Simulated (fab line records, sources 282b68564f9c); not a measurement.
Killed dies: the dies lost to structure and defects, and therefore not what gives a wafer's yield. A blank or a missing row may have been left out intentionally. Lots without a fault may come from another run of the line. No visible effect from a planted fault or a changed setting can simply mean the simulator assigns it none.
Problem report, 8D (eight disciplines) form, completed by code || flow rit cmos || the parts of the form that need people (team, actions taken, sign-off) are left out

== 1. THE ISSUE ==
GATE_POLY_THK at RIT_GATE_THK_MEAS_09 reads a mean of 342.1 nm on 3 wafers of 1 lot; wafers without a fault read 256.2 nm with a standard deviation of 2.1. Relative to the usual mean, that is a shift of +41 standard deviations.
First observed at day 5 20:58: wafer L332.1, on film metro-02. The record has a number at this step for 39 wafers belonging to 13 lots. By rule, "out" or "out of limits" means more than 4 standard deviations away from the usual mean. The other wafers with a number count as sound.

== 2. WHAT IT IS AND WHAT IT IS NOT ==
{"question": "which readings at this step", "is": "GATE_POLY_THK", "is not": "-"}
{"question": "which lots", "is": "L332", "is not": "L318, L319, L320, L321, L322, L325, L327, L329, L334, L335, L336, L338"}
{"question": "which wafers of those lots", "is": "all that have a number", "is not": "-"}
{"question": "read on which gauges", "is": "film metro-02", "is not": "film metro-01, film metro-03"}
{"question": "when", "is": "from day 5 20:58", "is not": "up to then (24 sound wafers); but 12 sound wafers of L334, L335, L336, L338 came after"}

== 3. WHAT RULES OUT EACH SUSPECT ==
Counting: a tool stays on the suspect list if, at a process step up to the reading, it processed all lots that are out and no sound lot following the first of them.
- the gauge at RIT_GATE_THK_MEAS_09 is ruled out. All the wafers that are out were read on film metro-02, but those of them that RIT_GATE_ETCH_19 has rows for are out there too, on other tools.
- lpcvd-02 at RIT_GATE_CVD_08 (deposits poly-Si from SiH4, target thk 250 nm, time 2220 s): kept. It ran the lot that is out, L332 (day 5 19:21), and no sound lot after that; its last sound lot up to then is L329 (day 5 04:41).
After counting, what remains is lpcvd-02 at RIT_GATE_CVD_08.

== 4. THE CAUSE (what the simulator had put in) ==
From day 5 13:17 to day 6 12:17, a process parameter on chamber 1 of lpcvd-02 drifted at RIT_GATE_CVD_08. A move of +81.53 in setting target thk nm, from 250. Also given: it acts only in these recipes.
Counting left only this tool.

== 5. THE EFFECT CHAIN, in route order ==
Rows list readings where the struck wafers' mean (over those with a number) sits beyond 3 standard deviations from the usual. Scope: only readings with a usual standard deviation given in the record; hours: median across lots of the time from each lot's start at the first step in this table that gives one to its start at this step; sigmas: change in usual standard deviations.
{"hours": 0, "step": "RIT_GATE_THK_MEAS_09", "reading": "GATE_POLY_THK", "usual": "256.2 nm", "on struck wafers": 342.1, "change": "+85.9", "sigmas": "+41"}
{"hours": 1, "step": "RIT_GATE_ETCH_19", "reading": "oes product au", "usual": "0.868 a.u.", "on struck wafers": 1.001, "change": "+0.133", "sigmas": "+10"}
{"hours": 22, "step": "RIT_M1_PROBE_99", "reading": "killed at front end", "usual": 7, "on struck wafers": 264, "change": "+257", "sigmas": "+80"}
{"hours": 22, "step": "RIT_M1_PROBE_99", "reading": "killed dies", "usual": 7, "on struck wafers": 264, "change": "+257", "sigmas": "+80"}
{"hours": 22, "step": "RIT_M1_PROBE_99", "reading": "killed on rim", "usual": 1.9, "on struck wafers": 70.0, "change": "+68.1", "sigmas": "+49"}
Process steps it contains:
- RIT_GATE_ETCH_19: etches poly-Si in SF6/CHF3/O2, stops on SiO2, time 165 s, target depth 312.5 nm.
- RIT_M1_PROBE_99

== 6. HOW IT WOULD HAVE BEEN CAUGHT EARLIER ==
Counted from the fault's start at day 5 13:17, it took 8 hours until the first out-of-limits reading at a measuring or inspecting step in this record, taken at day 5 20:58.
The start of RIT_GATE_CVD_08 on lpcvd-02 came by day 5 20:58 for every one of the lots that are out (1). A hold on the tool at that time would have spared none of them.
